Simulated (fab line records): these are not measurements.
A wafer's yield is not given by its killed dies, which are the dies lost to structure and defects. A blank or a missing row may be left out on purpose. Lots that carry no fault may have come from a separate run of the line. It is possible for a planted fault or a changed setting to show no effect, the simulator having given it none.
Which tool is to blame? :: flow berkeley cmos170 :: 21 wafers from 7 lots sampled at 2 of the route's 331 steps

## WHAT THE GAUGES SHOWED, per wafer
UCB170_V2_THK_MEAS_01.
lot: L354
measured: day 8 10:37
on: film metro-02
V2_TEOS_THK (nm): 1988 2039 2044

lot: L352
measured: day 8 13:02
on: film metro-02
V2_TEOS_THK (nm): 1994 2008 2002

lot: L366
measured: day 10 22:52
on: film metro-01
V2_TEOS_THK (nm): 2006 2035 2013

lot: L364
measured: day 11 02:37
on: film metro-01
V2_TEOS_THK (nm): 2022 1979 2030

lot: L368
measured: day 11 19:30
on: film metro-01
V2_TEOS_THK (nm): 1986 2019 1997

lot: L370
measured: day 11 20:38
on: film metro-02
V2_TEOS_THK (nm): 2014 2009 2018

lot: L374
measured: day 12 17:42
on: film metro-01
V2_TEOS_THK (nm): 2010 1975 1989

## WHAT TOOL EACH LOT RAN ON (gives the tool, then ch and the chambers of the sampled wafers, and finally the start)
lot: L354
UCB170_M2_STRIP_07: plasma asher-03 ch 0,1, day 8 07:58

lot: L352
UCB170_M2_STRIP_07: plasma asher-02 ch 0,1, day 8 10:08

lot: L366
UCB170_M2_STRIP_07: plasma asher-03 ch 0,1, day 10 20:38

lot: L364
UCB170_M2_STRIP_07: plasma asher-02 ch 0,1, day 10 23:23

lot: L368
UCB170_M2_STRIP_07: plasma asher-04 ch 0, day 11 17:28

lot: L370
UCB170_M2_STRIP_07: plasma asher-04 ch 0,1, day 11 18:25

lot: L374
UCB170_M2_STRIP_07: plasma asher-03 ch 0,1, day 12 15:50
- UCB170_M2_STRIP_07: strips in O2.

## THE ANSWER, worked out from the rows above alone
Rule: the lots themselves supply what counts as usual. Put in order of their means at a reading, lots are off if they are a third of the lots or fewer, leave a main group of 4 or more, and stand apart from it by a gap of 3 or more times the standard deviation of the main group's means; of several such gaps the widest counts. If all means in a main group match to the digits the tables above print for the reading, that group is not used. Also off: a lot with no number at a reading for which 4 or more lots have one. All remaining lots with rows at the step are treated as sound.
Across all readings shown, no lot is off: no conclusion can be drawn from this.

## WHAT THE SIMULATOR HAD INSERTED
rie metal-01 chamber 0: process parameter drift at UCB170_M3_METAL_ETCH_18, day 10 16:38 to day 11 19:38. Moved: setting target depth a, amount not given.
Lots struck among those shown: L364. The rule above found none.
